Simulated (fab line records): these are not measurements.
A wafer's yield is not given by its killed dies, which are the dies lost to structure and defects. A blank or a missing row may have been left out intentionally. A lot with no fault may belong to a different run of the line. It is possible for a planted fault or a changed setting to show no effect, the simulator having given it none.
fab line records | flow rit_cmos
[record] lots = 15 wafers = 45 last_day = 7
route steps=202 shown SILICIDE@162 M1@202
lots with no fault: from the same line, run without faults
start_h: the number of hours between the record's first day and the start of the first shown wafer of the lot | wait_h: how many hours have passed since the lot's step before this one | " same as the row above | L1.1+2: a row that stands for several wafers | - either no value or no given start | * or withheld: withheld | < > ~ a bound
route shown NAME@n: NAME is a module with steps in the file, n the number in the route of the first one | usual: mean and standard deviation over wafers with no fault | same: alike in all rows | chamber/n: place in a boat | sites: readings site by site | _std_site: the values' standard deviation | _edge_site: outer sites' mean less inner sites' | radius_mm: how far each site lies from the wafer's centre | mask NAME#n: copy n | behind: the most recent tool/chamber to have shaped the wafer | hold: what put the lot on hold/how long, in hours/how the hold closed | device: which transistor (n, p or np) failed to switch | end of line: tests run on the same wafers once the route is complete | where a step has no rows: the recipe by itself | killed: dies that structure and defects cost at the first sort, which is not the same as the wafer's yield | map: a wafer's dies, x killed, . not, _ none there
set.NAME: setting as actually run; set.NAME@STEP: the setting as run at that earlier step | model.NAME: the simulator's own value behind a step, which no gauge read
steps of the route over a sample of lots; a table a step, a row a wafer
services: the hour from which a tool's chamber was out of use, counted from the record's first day as start_h (under 0 if before that day), plus the number of hours and why
[[steps]]
[step RIT_SILICIDE_SPUTTER_01]
[recipe] material = Ti target_thk_nm = 30 power_w = 344.4 chamber_pressure_pa = 0.667 gas = Ar time_s = 240 substrate_temp_c = 25
[usual] substrate_temp_c = 24.99/0.11 throttle_valve_pct = 30.3/2
// columns lot.wafer tool chamber start_h wait_h substrate_temp_c throttle_valve_pct
L569.1 pvd_sputter-02 - 52.82 0.0 24.97 29.9
L569.2 " - " " 25.02 27.4
L569.4 " - " " 25.24 28.9
L570.1 pvd_sputter-02 - 59.14 0.0 25.12 27.5
L570.2 " - " " 24.97 28.8
L570.5 " - " " 24.90 28.8
L571.2 pvd_sputter-01 - 62.72 0.0 25.04 29.1
L571.4 " - " " 25.05 33.9
L571.6 " - " " 24.96 29.0
L573.1 pvd_sputter-01 - 76.07 0.0 24.81 32.0
L573.4 " - " " 25.04 33.9
L573.6 " - " " 25.04 33.9
L575.1 pvd_sputter-01 - 86.46 0.0 24.90 34.2
L575.3 " - " " 25.03 28.9
L575.5 " - " " 24.80 34.2
L577.1 pvd_sputter-01 - 95.91 0.0 25.01 31.5
L577.3 " - " " 25.03 29.1
L577.5 " - " " 24.98 29.0
L578.3 pvd_sputter-02 - 100.85 0.0 25.17 29.7
L578.4 " - " " 25.00 27.4
L578.5 " - " " 25.16 27.2
L578.3 pvd_sputter-02 - 101.17 0.2 24.92 30.1
L578.4 " - " " 24.87 27.2
L578.5 " - " " 24.81 27.3
L579.1 pvd_sputter-01 - 105.39 0.0 25.07 31.2
L579.2 " - " " 24.99 28.9
L579.5 " - " " 25.03 31.6
L580.1 pvd_sputter-02 - 108.20 0.0 24.97 28.9
L580.3 " - " " 24.83 27.0
L580.6 " - " " 24.95 28.8
L580.1 pvd_sputter-02 - 108.52 0.2 25.15 29.1
L580.3 " - " " 24.99 27.4
L580.6 " - " " 25.04 28.7
L581.2 pvd_sputter-01 - 112.40 0.0 25.02 34.0
L581.3 " - " " 24.96 28.9
L581.4 " - " " 24.99 31.7
L582.1 pvd_sputter-03 - 116.56 0.0 25.01 29.5
L582.2 " - " " 24.98 32.1
L582.6 " - " " 25.01 32.1
L583.3 pvd_sputter-01 - 124.97 0.0 24.75 29.3
L583.4 " - " " 25.05 30.8
L583.5 " - " " 24.84 34.1
L583.3 pvd_sputter-01 - 125.28 0.2 24.98 28.9
L583.4 " - " " 24.91 30.7
L583.5 " - " " 24.94 34.1
L589.1 pvd_sputter-01 - 151.72 0.0 25.16 30.8
L589.3 " - " " 24.91 28.9
L589.6 " - " " 25.27 30.7
L590.1 pvd_sputter-01 - 158.03 0.0 24.98 30.7
L590.3 " - " " 24.87 29.2
L590.4 " - " " 25.12 34.3
L592.2 pvd_sputter-01 - 167.55 0.0 24.85 29.4
L592.3 " - " " 25.02 33.8
L592.5 " - " " 25.00 34.4
[step RIT_SILICIDE_RS_MEAS_02]
[recipe] thk_meas_gauge = four-point-probe reads = Ti_of_SILICIDE_SPUTTER_01
[usual] SILICIDE_TI_RS = 48.8/0.91
// columns lot.wafer tool chamber start_h wait_h SILICIDE_TI_RS[ohm/sq]
L569.1 film_metro-04 - 52.97 0.1 48.6
L569.2 " - " " 47.5
L569.4 " - " " 48.4
L570.1 film_metro-02 - 59.29 0.1 47.4
L570.2 " - " " 48.4
L570.5 " - " " 48.2
L571.2 film_metro-03 - 62.89 0.1 49.8
L571.4 " - " " 49.9
L571.6 " - " " 49.7
L573.1 film_metro-02 - 76.22 0.1 49.4
L573.4 " - " " 48.4
L573.6 " - " " 48.3
L575.1 film_metro-04 - 86.61 0.1 49.0
L575.3 " - " " 48.6
L575.5 " - " " 48.6
L577.1 film_metro-02 - 96.06 0.1 48.8
L577.3 " - " " 48.2
L577.5 " - " " 47.8
L578.3 film_metro-03 - 101.36 0.1 20.5
L578.4 " - " " 20.0
L578.5 " - " " 20.0
L579.1 film_metro-04 - 105.54 0.1 48.9
L579.2 " - " " 48.6
L579.5 " - " " 49.4
L580.1 film_metro-02 - 108.67 0.1 20.9
L580.3 " - " " 20.3
L580.6 " - " " 20.7
L581.2 film_metro-02 - 112.57 0.1 48.7
L581.3 " - " " 49.0
L581.4 " - " " 49.8
L582.1 film_metro-02 - 116.71 0.1 50.1
L582.2 " - " " 50.1
L582.6 " - " " 49.4
L583.3 film_metro-03 - 125.47 0.1 21.1
L583.4 " - " " 20.9
L583.5 " - " " 20.9
L589.1 film_metro-03 - 151.87 0.1 48.4
L589.3 " - " " 49.1
L589.6 " - " " 48.2
L590.1 film_metro-04 - 158.18 0.1 49.4
L590.3 " - " " 49.2
L590.4 " - " " 49.1
L592.2 film_metro-03 - 167.72 0.1 50.0
L592.3 " - " " 49.1
L592.5 " - " " 49.7
[step RIT_SILICIDE_THK_MEAS_03]
[recipe] thk_meas_gauge = xrf reads = Ti_of_SILICIDE_SPUTTER_01
[usual] SILICIDE_TI_THK = 29.7/0.45
// columns lot.wafer tool chamber start_h wait_h SILICIDE_TI_THK[nm]
L569.1 film_metro-04 - 53.09 0.1 29.8
L569.2 " - " " 30.4
L569.4 " - " " 29.9
L570.1 film_metro-02 - 59.41 0.1 30.2
L570.2 " - " " 29.8
L570.5 " - " " 29.8
L571.2 film_metro-03 - 63.00 0.1 29.1
L571.4 " - " " 28.9
L571.6 " - " " 29.2
L573.1 film_metro-02 - 76.34 0.1 29.2
L573.4 " - " " 29.5
L573.6 " - " " 29.5
L575.1 film_metro-04 - 86.73 0.1 29.4
L575.3 " - " " 29.6
L575.5 " - " " 29.8
L577.1 film_metro-02 - 96.18 0.1 29.7
L577.3 " - " " 29.8
L577.5 " - " " 29.9
L578.3 film_metro-03 - 101.46 0.1 60.2
L578.4 " - " " 61.6
L578.5 " - " " 61.4
L579.1 film_metro-04 - 105.66 0.1 29.4
L579.2 " - " " 29.8
L579.5 " - " " 29.4
L580.1 film_metro-02 - 108.79 0.1 58.8
L580.3 " - " " 60.2
L580.6 " - " " 59.4
L581.2 film_metro-02 - 112.68 0.1 29.5
L581.3 " - " " 29.3
L581.4 " - " " 29.0
L582.1 film_metro-02 - 116.83 0.1 28.9
L582.2 " - " " 28.9
L582.6 " - " " 29.2
L583.3 film_metro-03 - 125.57 0.1 58.8
L583.4 " - " " 59.3
L583.5 " - " " 59.2
L589.1 film_metro-03 - 151.99 0.1 29.9
L589.3 " - " " 29.7
L589.6 " - " " 30.0
L590.1 film_metro-04 - 158.30 0.1 29.4
L590.3 " - " " 29.6
L590.4 " - " " 29.6
L592.2 film_metro-03 - 167.83 0.1 29.0
L592.3 " - " " 29.5
L592.5 " - " " 29.2
[step RIT_M1_PROBE_99]
[usual] killed_at_M0_to_M3 = 0.0/0.083 killed_at_contacts = 0.1/0.35 killed_at_front_end = 6.9/2.8 killed_dies = 7.0/2.8 killed_on_rim = 1.8/1.3 killed_open = 3.4/2 killed_short = 3.5/2.1
[same] gross_dies = 264 killed_at_M4_up = 0 killed_at_back_side = 0 killed_at_other = 0
// columns lot.wafer tool chamber start_h wait_h killed_at_M0_to_M3 killed_at_contacts killed_at_front_end killed_dies killed_on_rim killed_open killed_short
L569.1 prober-01 - 60.12 0.1 0 1 3 4 2 2 2
L569.2 prober-01 - 60.17 0.1 0 0 10 10 2 5 5
L569.4 prober-01 - 60.27 0.2 0 0 4 4 1 1 3
L570.1 prober-02 - 65.90 0.1 0 0 13 13 4 4 9
L570.2 prober-02 - 65.95 0.1 0 0 5 5 3 0 5
L570.5 prober-02 - 66.10 0.2 0 0 13 13 2 6 7
L571.2 prober-01 - 69.72 0.1 0 0 10 10 1 4 6
L571.4 prober-01 - 69.82 0.2 0 0 5 5 2 5 0
L571.6 prober-01 - 69.92 0.2 0 0 5 5 3 2 3
L573.1 prober-01 - 83.06 0.1 0 0 7 7 2 0 7
L573.4 prober-01 - 83.21 0.2 0 0 9 9 0 4 5
L573.6 prober-01 - 83.31 0.2 0 0 7 7 1 5 2
L575.1 prober-01 - 93.43 0.1 0 0 6 6 3 1 5
L575.3 prober-01 - 93.53 0.2 0 0 5 5 2 1 4
L575.5 prober-01 - 93.63 0.2 0 1 10 11 4 4 7
L577.1 prober-01 - 102.73 0.1 0 0 8 8 4 5 3
L577.3 prober-01 - 102.83 0.2 0 0 5 5 2 3 2
L577.5 prober-01 - 102.93 0.2 0 1 5 6 1 4 2
L578.3 prober-02 - 108.45 0.2 0 0 8 8 1 4 4
L578.4 prober-02 - 108.50 0.2 0 0 8 8 1 3 5
L578.5 prober-02 - 108.55 0.2 0 0 8 8 2 4 4
L579.1 prober-01 - 112.28 0.1 0 0 7 7 2 5 2
L579.2 prober-01 - 112.33 0.1 0 0 12 12 4 8 4
L579.5 prober-01 - 112.48 0.2 0 0 7 7 2 3 4
L580.1 prober-02 - 115.29 0.1 0 0 6 6 1 3 3
L580.3 prober-02 - 115.39 0.2 0 0 6 6 1 3 3
L580.6 prober-02 - 115.54 0.2 0 0 4 4 0 1 3
L581.2 prober-01 - 119.29 0.1 0 0 3 3 2 2 1
L581.3 prober-01 - 119.34 0.2 0 0 9 9 4 5 4
L581.4 prober-01 - 119.39 0.2 0 1 3 4 1 1 3
L582.1 prober-02 - 123.48 0.1 1 0 2 3 1 1 2
L582.2 prober-02 - 123.53 0.1 0 0 4 4 0 2 2
L582.6 prober-02 - 123.73 0.2 0 0 6 6 2 2 4
L583.3 prober-01 - 133.81 0.2 0 0 13 13 2 6 7
L583.4 prober-01 - 133.86 0.2 0 0 6 6 2 0 6
L583.5 prober-01 - 133.91 0.2 0 0 4 4 1 2 2
L589.1 prober-02 - 158.48 0.1 0 0 5 5 3 1 4
L589.3 prober-02 - 158.58 0.2 0 0 7 7 2 2 5
L589.6 prober-02 - 158.73 0.2 0 0 9 9 1 4 5
L590.1 prober-02 - 165.06 0.1 0 1 13 14 3 4 10
L590.3 prober-02 - 165.16 0.2 0 0 6 6 1 3 3
L590.4 prober-02 - 165.21 0.2 0 0 7 7 2 3 4
L592.2 prober-02 - 174.46 0.1 0 0 3 3 0 0 3
L592.3 prober-02 - 174.51 0.2 0 0 10 10 4 5 5
L592.5 prober-02 - 174.61 0.2 0 0 5 5 2 1 4
// killed by level:class
L569.1 GATE:geometric_particle:open=2 GATE:geometric_particle:short=1 CONTACT:geometric_particle:short=1
L569.2 GATE:geometric_particle:short=3 SPACER:geometric_particle:open=3 GATE:geometric_particle:open=2 SPACER:geometric_particle:short=2
L569.4 GATE:geometric_particle:short=2 GATE:geometric_particle:open=1 SPACER:geometric_particle:short=1
L570.1 GATE:geometric_particle:short=4 GATE:geometric_particle:open=3 SPACER:geometric_particle:short=3 FOX1:geometric_particle:short=1 REOX:geometric_particle:short=1 SPACER:geometric_particle:open=1
L570.2 GATE:geometric_particle:short=2 SILICIDE:geometric_particle:short=2 FOX1:geometric_particle:short=1
L570.5 FOX1:geometric_particle:short=3 FOX1:geometric_particle:open=3 GATE:geometric_particle:open=2 GATE:geometric_particle:short=2 SPACER:geometric_particle:short=2 SPACER:geometric_particle:open=1
L571.2 FOX1:geometric_particle:short=4 FOX1:geometric_particle:open=4 GATE:geometric_particle:short=1 SILICIDE:geometric_particle:short=1
L571.4 FOX1:geometric_particle:open=4 GATE:geometric_particle:open=1
L571.6 GATE:geometric_particle:short=2 FOX1:geometric_particle:open=1 FOX2:geometric_particle:open=1 REOX:geometric_particle:short=1
L573.1 FOX1:geometric_particle:short=2 GATE:geometric_particle:short=2 FOX2:geometric_particle:short=1 REOX:geometric_particle:short=1 SILICIDE:geometric_particle:short=1
L573.4 GATE:geometric_particle:short=3 REOX:geometric_particle:open=2 FOX1:geometric_particle:short=1 FOX1:geometric_particle:open=1 GATE:geometric_particle:open=1 REOX:geometric_particle:short=1
L573.6 FOX2:geometric_particle:open=2 GATE:geometric_particle:short=2 SILICIDE:geometric_particle:open=2 REOX:geometric_particle:open=1
L575.1 SPACER:geometric_particle:short=3 REOX:geometric_particle:short=1 FOX2:geometric_particle:short=1 GATE:geometric_particle:open=1
L575.3 GATE:geometric_particle:short=3 GATE:geometric_particle:open=1 SPACER:geometric_particle:short=1
L575.5 GATE:geometric_particle:short=2 GATE:geometric_particle:open=2 SPACER:geometric_particle:short=2 SILICIDE:geometric_particle:short=2 SPACER:geometric_particle:open=1 SILICIDE:geometric_particle:open=1 CONTACT:geometric_particle:short=1
L577.1 SPACER:geometric_particle:open=3 FOX1:geometric_particle:open=1 FOX1:geometric_particle:short=1 GATE:geometric_particle:short=1 REOX:geometric_particle:open=1 SILICIDE:geometric_particle:short=1
L577.3 REOX:geometric_particle:open=2 SPACER:geometric_particle:short=2 GATE:geometric_particle:open=1
L577.5 FOX1:geometric_particle:open=1 FOX1:geometric_particle:short=1 GATE:geometric_particle:open=1 GATE:geometric_particle:short=1 REOX:geometric_particle:open=1 CONTACT:geometric_particle:open=1
L578.3 GATE:geometric_particle:short=3 GATE:geometric_particle:open=1 REOX:geometric_particle:open=1 SPACER:geometric_particle:open=1 SILICIDE:geometric_particle:short=1 SILICIDE:geometric_particle:open=1
L578.4 SILICIDE:geometric_particle:short=4 GATE:geometric_particle:open=1 GATE:geometric_particle:short=1 SPACER:geometric_particle:open=1 SILICIDE:geometric_particle:open=1
L578.5 REOX:geometric_particle:open=3 GATE:geometric_particle:short=2 GATE:geometric_particle:open=1 REOX:geometric_particle:short=1 SPACER:geometric_particle:short=1
L579.1 GATE:geometric_particle:open=3 GATE:geometric_particle:short=2 FOX2:geometric_particle:open=1 SPACER:geometric_particle:open=1
L579.2 REOX:geometric_particle:open=3 FOX2:geometric_particle:open=2 GATE:geometric_particle:short=2 ACTIVE:geometric_particle:open=1 GATE:geometric_particle:open=1 SPACER:geometric_particle:short=1 SILICIDE:geometric_particle:open=1 SILICIDE:geometric_particle:short=1
L579.5 GATE:geometric_particle:open=1 GATE:geometric_particle:short=1 REOX:geometric_particle:short=1 SPACER:geometric_particle:short=1 SPACER:geometric_particle:open=1 SILICIDE:geometric_particle:open=1 SILICIDE:geometric_particle:short=1
L580.1 GATE:geometric_particle:open=2 GATE:geometric_particle:short=1 REOX:geometric_particle:short=1 REOX:geometric_particle:open=1 SPACER:geometric_particle:short=1
L580.3 SILICIDE:geometric_particle:short=2 FOX1:geometric_particle:short=1 FOX2:geometric_particle:open=1 SPACER:geometric_particle:open=1 SILICIDE:geometric_particle:open=1
L580.6 SILICIDE:geometric_particle:short=2 FOX1:geometric_particle:short=1 SILICIDE:geometric_particle:open=1
L581.2 ACTIVE:geometric_particle:open=1 FOX1:geometric_particle:short=1 REOX:geometric_particle:open=1
L581.3 GATE:geometric_particle:open=3 GATE:geometric_particle:short=2 REOX:geometric_particle:open=1 SPACER:geometric_particle:short=1 SPACER:geometric_particle:open=1 SILICIDE:geometric_particle:short=1
L581.4 FOX1:geometric_particle:open=1 GATE:geometric_particle:short=1 SPACER:geometric_particle:short=1 CONTACT:geometric_particle:short=1
L582.1 FOX2:geometric_particle:short=1 GATE:geometric_particle:open=1 M1:geometric_particle:short=1
L582.2 FOX1:geometric_particle:short=1 GATE:geometric_particle:open=1 REOX:geometric_particle:open=1 REOX:geometric_particle:short=1
L582.6 FOX1:geometric_particle:short=1 FOX2:geometric_particle:short=1 GATE:geometric_particle:short=1 GATE:geometric_particle:open=1 REOX:geometric_particle:open=1 REOX:geometric_particle:short=1
L583.3 FOX1:geometric_particle:open=3 GATE:geometric_particle:short=2 FOX1:geometric_particle:short=1 FOX2:geometric_particle:short=1 GATE:geometric_particle:open=1 REOX:geometric_particle:open=1 REOX:geometric_particle:short=1 SPACER:geometric_particle:short=1
L583.4 GATE:geometric_particle:short=5 SILICIDE:geometric_particle:short=1
L583.5 FOX1:geometric_particle:open=1 GATE:geometric_particle:open=1 GATE:geometric_particle:short=1 REOX:geometric_particle:short=1
L589.1 SPACER:geometric_particle:short=2 FOX1:geometric_particle:short=1 SILICIDE:geometric_particle:short=1 SILICIDE:geometric_particle:open=1
L589.3 GATE:geometric_particle:open=2 GATE:geometric_particle:short=2 FOX1:geometric_particle:short=1 SPACER:geometric_particle:short=1 SILICIDE:geometric_particle:short=1
L589.6 GATE:geometric_particle:open=2 GATE:geometric_particle:short=2 SILICIDE:geometric_particle:open=2 FOX1:geometric_particle:short=1 SPACER:geometric_particle:short=1 SILICIDE:geometric_particle:short=1
L590.1 SPACER:geometric_particle:short=4 GATE:geometric_particle:short=2 SILICIDE:geometric_particle:open=2 ACTIVE:geometric_particle:short=1 FOX1:geometric_particle:short=1 FOX2:geometric_particle:short=1 FOX2:geometric_particle:open=1 SPACER:geometric_particle:open=1
L590.3 REOX:geometric_particle:open=2 FOX2:geometric_particle:short=1 GATE:geometric_particle:open=1 REOX:geometric_particle:short=1 SILICIDE:geometric_particle:short=1
L590.4 GATE:geometric_particle:open=3 FOX1:geometric_particle:short=1 GATE:geometric_particle:short=1 SPACER:geometric_particle:short=1 SILICIDE:geometric_particle:short=1
L592.2 FOX1:geometric_particle:short=1 GATE:geometric_particle:short=1 SILICIDE:geometric_particle:short=1
L592.3 GATE:geometric_particle:short=3 GATE:geometric_particle:open=3 FOX1:geometric_particle:short=2 FOX1:geometric_particle:open=1 SILICIDE:geometric_particle:open=1
L592.5 GATE:geometric_particle:short=2 REOX:geometric_particle:short=2 FOX1:geometric_particle:open=1
[[services]]
// columns tool chamber start_h hours kind
pvd_sputter-01 - 51.10 8.6 repair
pvd_sputter-03 - 56.36 5.5 repair
pvd_sputter-03 - 73.05 1.8 repair
pvd_sputter-01 - 82.07 3.4 repair
pvd_sputter-03 - 147.63 5.5 repair
[[key]]
[first_sign] step = RIT_SILICIDE_SPUTTER_01 reading = visit direction = added
[effect] step = RIT_SILICIDE_RS_MEAS_02 reading = SILICIDE_TI_RS direction = down sigmas = 31 usual = 48.8 struck = 20.6
[effect] step = RIT_SILICIDE_THK_MEAS_03 reading = SILICIDE_TI_THK direction = up sigmas = 67 usual = 29.7 struck = 59.9
met_at RIT_SILICIDE_SPUTTER_01
struck_lots L578,L580,L583
tester_left_out L578,L580,L583
[fault] kind = repeated_step_whole tool = pvd_sputter-01,pvd_sputter-02,pvd_sputter-03 chamber = - onset_h = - steps = RIT_SILICIDE_SPUTTER_01 times = 1 scope = struck_lots_only
// tester_left_out: of these lots the tester's yield and bins aren't shown, on N5 and GAA mostly nor the transistor test; their killed dies are dies lost to structure and defects alone, not to doping, threshold or leakage, so they don't give the yield
